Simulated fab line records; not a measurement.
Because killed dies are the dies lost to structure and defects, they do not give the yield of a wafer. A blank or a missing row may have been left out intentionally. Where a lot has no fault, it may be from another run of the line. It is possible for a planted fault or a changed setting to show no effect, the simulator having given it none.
Which tool was responsible? / flow rit_cmos / 42 wafers from 14 lots sampled at 2 of the route's 202 steps

WHAT THE GAUGES SHOWED, per wafer
The record lacks any reading of a measuring or inspecting step that a usual standard deviation could be used to judge.

TOOL THAT RAN EACH LOT (tool first, then ch and the chambers of the sampled wafers, then the start)
lot=L990; RIT_GATE_ETCH_19=rie_si-01 ch 0,1, day 2 15:22; RIT_M1_PROBE_99=prober-01, day 3 15:31
lot=L991; RIT_GATE_ETCH_19=rie_si-02 ch 0,1, day 2 23:34; RIT_M1_PROBE_99=prober-02, day 3 22:52
lot=L993; RIT_GATE_ETCH_19=rie_si-02 ch 0,1, day 3 07:42; RIT_M1_PROBE_99=prober-02, day 4 04:13
lot=L994; RIT_GATE_ETCH_19=rie_si-01 ch 0,2,3, day 3 14:27; RIT_M1_PROBE_99=prober-01, day 4 10:10
lot=L995; RIT_GATE_ETCH_19=rie_si-02 ch 2,3, day 3 18:40; RIT_M1_PROBE_99=prober-02, day 4 14:35
lot=L996; RIT_GATE_ETCH_19=rie_si-01 ch 0,2, day 3 22:17; RIT_M1_PROBE_99=prober-01, day 4 19:10
lot=L997; RIT_GATE_ETCH_19=rie_si-02 ch 1,2,3, day 4 01:37; RIT_M1_PROBE_99=prober-02, day 4 21:22
lot=L998; RIT_GATE_ETCH_19=rie_si-01 ch 0,1,3, day 4 10:58; RIT_M1_PROBE_99=prober-01, day 5 08:15
lot=L999; RIT_GATE_ETCH_19=rie_si-02 ch 0,1,2, day 4 13:44; RIT_M1_PROBE_99=prober-02, day 5 11:26
lot=L100; RIT_GATE_ETCH_19=rie_si-01 ch 0,3, day 4 15:16; RIT_M1_PROBE_99=prober-01, day 5 13:17
lot=L101; RIT_GATE_ETCH_19=rie_si-02 ch 0,1,3, day 4 21:03; RIT_M1_PROBE_99=prober-02, day 5 18:11
lot=L103; RIT_GATE_ETCH_19=rie_si-02 ch 2,3, day 5 10:29; RIT_M1_PROBE_99=prober-02, day 6 08:29
lot=L104; RIT_GATE_ETCH_19=rie_si-01 ch 0,2,3, day 5 12:28; RIT_M1_PROBE_99=prober-01, day 6 10:02
lot=L112; RIT_GATE_ETCH_19=rie_si-01 ch 0,1,2, day 7 07:43; RIT_M1_PROBE_99=prober-02, day 8 05:17
- RIT_GATE_ETCH_19: etches poly-Si in SF6/CHF3/O2, stops on SiO2, time 165 s, target depth 312.5 nm.
- RIT_M1_PROBE_99

WHAT THE TOOLS THEMSELVES READ (means of the sampled wafers that have a number; where no wafer has one, the mark that the record gives instead)
RIT_GATE_ETCH_19. Usual: chamber_pressure_mTorr 40.00 mTorr, standard deviation 0.035; drypump_motor_current_A 5.7 A, standard deviation 0.45; oes_product_au 0.851 a.u., standard deviation 0.017; throttle_valve_pct 10.24 %, standard deviation 0.11.
lot=L990; tool=rie_si-01; chamber_pressure_mTorr (mTorr)=39.97; drypump_motor_current_A (A)=5.7; oes_product_au (a.u.)=0.853; throttle_valve_pct (%)=10.21; flag=
lot=L991; tool=rie_si-02; chamber_pressure_mTorr (mTorr)=39.99; drypump_motor_current_A (A)=5.5; oes_product_au (a.u.)=0.850; throttle_valve_pct (%)=10.20; flag=
lot=L993; tool=rie_si-02; chamber_pressure_mTorr (mTorr)=39.97; drypump_motor_current_A (A)=5.5; oes_product_au (a.u.)=0.854; throttle_valve_pct (%)=10.20; flag=
lot=L994; tool=rie_si-01; chamber_pressure_mTorr (mTorr)=39.99; drypump_motor_current_A (A)=5.6; oes_product_au (a.u.)=0.847; throttle_valve_pct (%)=10.26; flag=
lot=L995; tool=rie_si-02; chamber_pressure_mTorr (mTorr)=40.00; drypump_motor_current_A (A)=5.5; oes_product_au (a.u.)=0.833; throttle_valve_pct (%)=10.22; flag=
lot=L996; tool=rie_si-01; chamber_pressure_mTorr (mTorr)=39.99; drypump_motor_current_A (A)=5.8; oes_product_au (a.u.)=0.854; throttle_valve_pct (%)=10.29; flag=
lot=L997; tool=rie_si-02; chamber_pressure_mTorr (mTorr)=39.99; drypump_motor_current_A (A)=5.6; oes_product_au (a.u.)=0.850; throttle_valve_pct (%)=10.27; flag=
lot=L998; tool=rie_si-01; chamber_pressure_mTorr (mTorr)=40.01; drypump_motor_current_A (A)=5.7; oes_product_au (a.u.)=0.845; throttle_valve_pct (%)=10.23; flag=
lot=L999; tool=rie_si-02; chamber_pressure_mTorr (mTorr)=40.07; drypump_motor_current_A (A)=5.8; oes_product_au (a.u.)=0.855; throttle_valve_pct (%)=10.24; flag=
lot=L100; tool=rie_si-01; chamber_pressure_mTorr (mTorr)=40.02; drypump_motor_current_A (A)=5.4; oes_product_au (a.u.)=0.842; throttle_valve_pct (%)=10.21; flag=
lot=L101; tool=rie_si-02; chamber_pressure_mTorr (mTorr)=39.96; drypump_motor_current_A (A)=5.4; oes_product_au (a.u.)=0.852; throttle_valve_pct (%)=10.16; flag=
lot=L103; tool=rie_si-02; chamber_pressure_mTorr (mTorr)=40.01; drypump_motor_current_A (A)=5.9; oes_product_au (a.u.)=0.843; throttle_valve_pct (%)=10.32; flag=
lot=L104; tool=rie_si-01; chamber_pressure_mTorr (mTorr)=40.00; drypump_motor_current_A (A)=5.6; oes_product_au (a.u.)=0.838; throttle_valve_pct (%)=10.25; flag=
lot=L112; tool=rie_si-01; chamber_pressure_mTorr (mTorr)=40.00; drypump_motor_current_A (A)=5.9; oes_product_au (a.u.)=0.862; throttle_valve_pct (%)=10.29; flag=

RIT_M1_PROBE_99. Usual: killed_at_M0_to_M3 is 0.0 with standard deviation 0.23, killed_at_contacts is 0.1 with standard deviation 0.34, killed_at_front_end is 6.9 with standard deviation 2.8, killed_dies is 7.1 with standard deviation 2.8, killed_on_rim is 1.8 with standard deviation 1.3, killed_open is 3.4 with standard deviation 1.9, and killed_short is 3.6 with standard deviation 1.7.
lot=L990 tool=prober-01 killed_at_M0_to_M3=0.0 killed_at_contacts=0.3 killed_at_front_end=8.7 killed_dies=9.0 killed_on_rim=2.0 killed_open=3.3 killed_short=5.7 flag=
lot=L991 tool=prober-02 killed_at_M0_to_M3=0.0 killed_at_contacts=0.0 killed_at_front_end=8.3 killed_dies=8.3 killed_on_rim=3.7 killed_open=4.3 killed_short=4.0 flag=
lot=L993 tool=prober-02 killed_at_M0_to_M3=0.0 killed_at_contacts=0.0 killed_at_front_end=5.7 killed_dies=5.7 killed_on_rim=2.7 killed_open=2.0 killed_short=3.7 flag=
lot=L994 tool=prober-01 killed_at_M0_to_M3=0.0 killed_at_contacts=0.0 killed_at_front_end=6.0 killed_dies=6.0 killed_on_rim=2.3 killed_open=3.0 killed_short=3.0 flag=
lot=L995 tool=prober-02 killed_at_M0_to_M3=0.0 killed_at_contacts=0.0 killed_at_front_end=8.0 killed_dies=8.0 killed_on_rim=1.7 killed_open=3.0 killed_short=5.0 flag=
lot=L996 tool=prober-01 killed_at_M0_to_M3=0.0 killed_at_contacts=0.0 killed_at_front_end=6.3 killed_dies=6.3 killed_on_rim=3.0 killed_open=2.7 killed_short=3.7 flag=
lot=L997 tool=prober-02 killed_at_M0_to_M3=0.3 killed_at_contacts=0.0 killed_at_front_end=5.7 killed_dies=6.0 killed_on_rim=0.7 killed_open=2.3 killed_short=3.7 flag=
lot=L998 tool=prober-01 killed_at_M0_to_M3=0.0 killed_at_contacts=0.0 killed_at_front_end=7.0 killed_dies=7.0 killed_on_rim=1.0 killed_open=4.0 killed_short=3.0 flag=
lot=L999 tool=prober-02 killed_at_M0_to_M3=0.3 killed_at_contacts=0.0 killed_at_front_end=7.0 killed_dies=7.3 killed_on_rim=1.0 killed_open=3.3 killed_short=4.0 flag=
lot=L100 tool=prober-01 killed_at_M0_to_M3=0.3 killed_at_contacts=1.0 killed_at_front_end=7.0 killed_dies=8.3 killed_on_rim=2.0 killed_open=3.3 killed_short=3.7 flag=
lot=L101 tool=prober-02 killed_at_M0_to_M3=0.0 killed_at_contacts=0.0 killed_at_front_end=28.3 killed_dies=28.3 killed_on_rim=8.7 killed_open=3.7 killed_short=2.0 flag=OFF
lot=L103 tool=prober-02 killed_at_M0_to_M3=0.0 killed_at_contacts=0.3 killed_at_front_end=36.0 killed_dies=36.3 killed_on_rim=9.0 killed_open=2.0 killed_short=2.7 flag=OFF
lot=L104 tool=prober-01 killed_at_M0_to_M3=0.0 killed_at_contacts=0.0 killed_at_front_end=4.3 killed_dies=4.3 killed_on_rim=1.3 killed_open=2.7 killed_short=1.7 flag=
lot=L112 tool=prober-02 killed_at_M0_to_M3=0.0 killed_at_contacts=0.0 killed_at_front_end=5.7 killed_dies=5.7 killed_on_rim=0.3 killed_open=2.3 killed_short=3.3 flag=

THE ANSWER, worked out from the rows above alone
Rule: take the mean of a lot's wafers that have a number; if it is more than 3 standard deviations from the usual mean, the lot is off. A lot without any number at a reading at which 4 lots or more have one is off too. Any other lot the step has rows for is counted as sound. After the gauges, taken in route order, come the tools' own readings; for these a lot's mean is taken, as printed above. At the first step where some lot is off, the reading lying furthest off is the one used; lots without a number count as furthest.
Off, at RIT_M1_PROBE_99 on killed_dies: L101, L103.
If a tool, at that step or one of the process steps before it, ran each lot that is off and ran no sound lot following the first of them, it fits. One fits: RIT_GATE_ETCH_19 on rie_si-02. Its last sound lot is L999 (day 4 13:44), its first lot that is off L101 (day 4 21:03): a fault that began between those two fits.

WHAT THE SIMULATOR PUT IN
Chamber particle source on rie_si-02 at RIT_GATE_ETCH_19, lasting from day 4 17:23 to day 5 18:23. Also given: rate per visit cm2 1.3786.
Lots struck among those shown: L101, L103. This agrees with what the rule above found.
